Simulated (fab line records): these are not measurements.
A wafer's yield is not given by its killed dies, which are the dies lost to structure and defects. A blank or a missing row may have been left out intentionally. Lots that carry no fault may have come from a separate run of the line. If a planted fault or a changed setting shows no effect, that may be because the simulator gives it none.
Which tool is to blame? | flow rit cmos | 15 lots with 45 wafers sampled at 2 steps, on a route of 202 steps

== WHAT EACH GAUGE READ, for each wafer ==
The record lacks any reading of a measuring or inspecting step that a usual standard deviation could be used to judge.

== WHAT TOOL EACH LOT RAN ON (gives the tool, then ch and the chambers of the sampled wafers, and finally the start) ==
lot  | RIT_SILICIDE_RTA_04             | RIT_M1_PROBE_99
L993 | rtp anneal-02 ch 0, day 3 05:15 | -
L994 | rtp anneal-01 ch 0, day 3 12:13 | -
L995 | rtp anneal-02 ch 0, day 3 17:51 | -
L996 | rtp anneal-01 ch 0, day 3 20:11 | -
L997 | rtp anneal-02 ch 0, day 4 00:50 | -
L998 | rtp anneal-01 ch 0, day 4 07:45 | -
L999 | rtp anneal-02 ch 0, day 4 11:38 | -
L100 | rtp anneal-01 ch 0, day 4 22:11 | prober-02, day 5 04:51
L102 | rtp anneal-01 ch 0, day 5 08:20 | prober-01, day 5 16:16
L103 | rtp anneal-01 ch 0, day 5 08:33 | -
L112 | rtp anneal-01 ch 0, day 7 21:15 | -
L113 | rtp anneal-01 ch 0, day 7 21:27 | -
L114 | rtp anneal-02 ch 0, day 7 23:08 | -
L116 | rtp anneal-01 ch 0, day 8 02:52 | -
L115 | rtp anneal-02 ch 0, day 8 04:55 | -
- RIT_SILICIDE_RTA_04: time 10 s, ramp up 5 s, ramp down 5 s.
- RIT_M1_PROBE_99

== WHAT THE TOOLS THEMSELVES READ (means of the sampled wafers that have a number; where no wafer has one, the mark that the record gives instead) ==
RIT_SILICIDE_RTA_04.
lot  | tool          | anneal temp c max | chamber o2 ppm | wafer_temp_C_max
L993 | rtp anneal-02 | 654.0             | 2.019          | 652.7
L994 | rtp anneal-01 | 652.3             | 1.997          | 653.0
L995 | rtp anneal-02 | 654.6             | 1.967          | 652.7
L996 | rtp anneal-01 | 652.2             | 1.990          | 653.3
L997 | rtp anneal-02 | 654.8             | 2.003          | 652.6
L998 | rtp anneal-01 | 652.6             | 1.988          | 653.2
L999 | rtp anneal-02 | 653.9             | 1.974          | 652.6
L100 | rtp anneal-01 | 652.4             | 1.992          | 653.2
L102 | rtp anneal-01 | 652.9             | 2.016          | 653.0
L103 | rtp anneal-01 | 652.2             | 2.005          | 653.2
L112 | rtp anneal-01 | 652.1             | 2.000          | 653.3
L113 | rtp anneal-01 | 651.7             | 1.994          | 653.8
L114 | rtp anneal-02 | 653.4             | 1.979          | 652.6
L116 | rtp anneal-01 | 652.3             | 1.983          | 653.3
L115 | rtp anneal-02 | 653.3             | 1.977          | 652.6

RIT_M1_PROBE_99.
lot  | tool      | killed_at_M0_to_M3 | killed at contacts | killed at front end | killed dies | killed open | killed short
L100 | prober-02 | 0.0                | 0.0                | 6.7                 | 6.7         | 5.0         | 1.7
L102 | prober-01 | 0.0                | 0.0                | 6.3                 | 6.3         | 3.7         | 2.7

== THE ANSWER, worked out from the rows above alone ==
Rule: the lots themselves supply what counts as usual. The widest of any qualifying gaps counts: lots, ordered by their means at a reading, are off when they make up no more than a third of the lots, leave a main group of 4 or more, and stand apart from it by 3 or more times the standard deviation of that group's means. Not used: any main group whose means are identical at the precision the tables above print for the reading. A lot without any number at a reading at which 4 lots or more have one is off too. The other lots that the step has rows for count as sound. Order of review: gauges by route order, followed by the tools' own readings, for which a lot's mean as printed above is used. The first step at which some lot is off is used, and at that step the reading that is off furthest; a lot without a number counts as furthest.
None of the lots is off at any reading shown; this tells nothing.

== WHAT HAD BEEN PUT IN BY THE SIMULATOR ==
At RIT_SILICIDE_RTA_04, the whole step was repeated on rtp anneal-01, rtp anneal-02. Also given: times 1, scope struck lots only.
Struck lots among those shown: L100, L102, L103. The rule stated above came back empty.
